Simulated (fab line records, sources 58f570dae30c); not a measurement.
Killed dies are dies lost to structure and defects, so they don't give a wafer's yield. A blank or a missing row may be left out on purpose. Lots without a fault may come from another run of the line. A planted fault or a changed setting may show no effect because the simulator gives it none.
fab line records | flow berkeley_cmos170
record lots=6 wafers=18 last_day=12
route steps=331 shown NWELL@32 PWELL@34
lots that met no fault: from a run of the same line without faults
start_h: hours from the record's first day to the start of the lot's first wafer shown | wait_h: hours since the lot's step before | " the same as in the row above | L1.1+2: a row that stands for several wafers | - no value, or no start given | * or withheld: withheld | < > ~ a bound
route shown NAME@n: a module of which the file shows steps, and the number in the route of the first | usual: mean/standard deviation of fault-free wafers | same: alike in all rows | chamber/n: place in a boat | sites: the reading at each site | _std_site: their standard deviation | _edge_site: outer sites' mean less inner sites' | radius_mm: how far each site lies from the wafer's centre | mask NAME#n: copy n | behind: the tool/chamber that last shaped the wafer | hold: why the lot was held/for how many hours/how that ended | device: the transistor (n, p or np) that didn't switch | end of line: the same wafers' tests at the end of the route | a step without rows: its recipe alone | killed: dies lost to structure and defects at the first sort, not the wafer's yield | map: a wafer's dies, x killed, . not, _ none there
set.NAME: the setting as run; set.NAME@STEP: as run at that earlier step | model.NAME: the simulator's own value behind a step, which no gauge read
lots at some steps of the route; a table a step, a row a wafer
services: from which hour (start_h, from the record's first day; less than 0 if before it) a tool's chamber was out of use, for how many hours, and why
## steps
# step UCB170_NWELL_WET_ETCH_18
# recipe chemistry=H3PO4 target=Si3N4 temp_c=160 time_s=14400
# step UCB170_NWELL_WET_ETCH_19
# recipe chemistry=BOE dilution=5:1 target=SiO2 temp_c=25 time_s=22
# step UCB170_PWELL_CLEAN_00
# recipe chemistry=SPM temp_c=120 time_s=600
# step UCB170_PWELL_CLEAN_01
# recipe chemistry=dHF dilution=25:1 time_s=60
# step UCB170_PWELL_OXIDATION_02
# recipe temp_c=1000 ambient=O2 target_thk_a=264 ox_time_s=1260
# step UCB170_PWELL_THK_MEAS_03
# recipe reads=SiO2_of_PWELL_OXIDATION_02
# usual PWELL_OXIDE_THK=26.6/0.51
# columns lot.wafer tool chamber start_h wait_h PWELL_OXIDE_THK[nm]
L951.1 film_metro-01 - 92.46 0.0 26.5
L951.2 " - " " 25.8
L951.5 " - " " 25.7
L950.2 film_metro-02 - 92.47 0.0 26.6
L950.4 " - " " 26.5
L950.6 " - " " 26.8
L957.1 film_metro-02 - 124.57 0.0 26.4
L957.4 " - " " 25.9
L957.5 " - " " 26.5
L959.1 film_metro-02 - 132.50 0.0 27.3
L959.5 " - " " 26.7
L959.6 " - " " 26.6
L961.3 film_metro-02 - 143.83 0.0 26.4
L961.5 " - " " 26.1
L961.6 " - " " 26.3
L960.4 film_metro-04 - 143.84 0.0 27.1
L960.5 " - " " 27.1
L960.6 " - " " 26.9
# step UCB170_PWELL_ANNEAL_04
# recipe temp_c=1000 time_s=900 ambient=N2
# step UCB170_PWELL_CVD_05
# recipe material=Si3N4 target_thk_nm=220 temp_c=800 precursor=SiH2Cl2/NH3 time_s=3300 pressure_mtorr=200 sih2cl2_flow_sccm=25 nh3_flow_sccm=75
# step UCB170_PWELL_THK_MEAS_06
# recipe reads=Si3N4_of_PWELL_CVD_05
# usual PWELL_NITRIDE_THK=220.5/2.3
# columns lot.wafer tool chamber start_h wait_h PWELL_NITRIDE_THK[nm]
L951.1 film_metro-01 - 102.05 0.0 220.4
L951.2 " - " " 222.5
L951.5 " - " " 219.7
L950.2 film_metro-04 - 102.06 0.0 217.6
L950.4 " - " " 220.0
L950.6 " - " " 218.0
L957.1 film_metro-02 - 133.59 0.0 217.1
L957.4 " - " " 216.7
L957.5 " - " " 217.9
L959.1 film_metro-01 - 138.53 0.0 221.0
L959.5 " - " " 219.0
L959.6 " - " " 219.7
L961.3 film_metro-02 - 150.00 0.0 221.5
L961.5 " - " " 219.3
L961.6 " - " " 219.2
L960.4 film_metro-04 - 150.01 0.0 220.5
L960.5 " - " " 221.7
L960.6 " - " " 220.5
# step UCB170_PWELL_HMDS_07
# recipe prime_time_s=60 prime_temp_c=100
# step UCB170_PWELL_COAT_08
# recipe resist=KrF spin_rpm=1500 resist_thk_nm=900
# step UCB170_PWELL_SOFTBAKE_09
# recipe resist=KrF temp_c=130 time_s=60
# step UCB170_PWELL_EXPOSE_10
# recipe mask_id=PWELL target_cd_nm=3000 na=0.5 sigma_outer=0.6 source_shape=conventional dose_mj=19
# usual exposure_dose_mJ_cm2=19.001/0.02 focus_offset_nm=0.1/0.49 reticle_temp_C=23.02/0.11
# columns lot.wafer tool chamber start_h wait_h mask exposure_dose_mJ_cm2 focus_offset_nm reticle_temp_C
L950.2 krf_scanner-02 0 102.95 0.2 PWELL#0 19.019 0.0 23.01
L950.4 " 0 " " PWELL#0 19.025 0.3 22.96
L950.6 " 0 " " PWELL#0 18.974 0.0 22.77
L951.1 krf_scanner-01 0 103.31 0.2 PWELL#0 19.001 -0.2 23.01
L951.2 " 0 " " PWELL#0 18.992 -0.3 22.94
L951.5 " 0 " " PWELL#0 19.007 0.5 23.02
L957.1 krf_scanner-01 - 134.92 0.2 PWELL#0 - - -
L957.4 " - " " PWELL#0 - - -
L957.5 " - " " PWELL#0 - - -
L959.1 krf_scanner-01 - 139.60 0.5 PWELL#0 - - -
L959.5 " - " " PWELL#0 - - -
L959.6 " - " " PWELL#0 - - -
L960.4 krf_scanner-02 0 151.52 0.1 PWELL#0 19.019 -0.1 23.08
L960.5 " 0 " " PWELL#0 19.024 -0.1 22.94
L960.6 " 0 " " PWELL#0 19.015 0.6 23.27
L961.3 krf_scanner-01 0 151.80 0.2 PWELL#0 18.989 -0.6 22.99
L961.5 " 0 " " PWELL#0 18.990 -0.3 22.89
L961.6 " 0 " " PWELL#0 18.998 -0.7 23.07
# step UCB170_PWELL_PEB_11
# recipe peb_temp_c=130 peb_time_s=withheld resist=KrF
## services
# columns tool chamber start_h hours kind
krf_scanner-02 0 80.48 - calibration
krf_scanner-01 - 84.59 0.8 pm
krf_scanner-02 - 90.29 0.2 repair
krf_scanner-01 0 102.89 - calibration
krf_scanner-02 - 104.01 0.7 repair
## key
first_sign step=UCB170_PWELL_EXPOSE_10 reading=tool_record direction=missing
effect none on later readings
met_at UCB170_PWELL_EXPOSE_10
struck_wafers L957.1,L957.4,L957.5,L959.1,L959.5,L959.6
later_rows_left_out L957.1,L957.4,L957.5,L959.1,L959.5,L959.6
sort_left_out L957.1,L957.4,L957.5,L959.1,L959.5,L959.6
tester_left_out L957,L959
onset_between 103.31 134.92
fault kind=skipped_step_whole tool=krf_scanner-01 chamber=- onset_h=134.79 steps=UCB170_PWELL_EXPOSE_10 scope=struck_lots_only
# tester_left_out: of these lots the tester's yield and bins aren't shown, on N5 and GAA mostly nor the transistor test; their killed dies are dies lost to structure and defects alone, not to doping, threshold or leakage, so they don't give the yield
# sort_left_out: the simulated sort isn't trusted on such a fault, so these wafers' sort isn't shown, and their yield isn't known
# later_rows_left_out: the simulator's readings of these wafers behind a module that went badly wrong aren't trusted and aren't shown, but for the sort
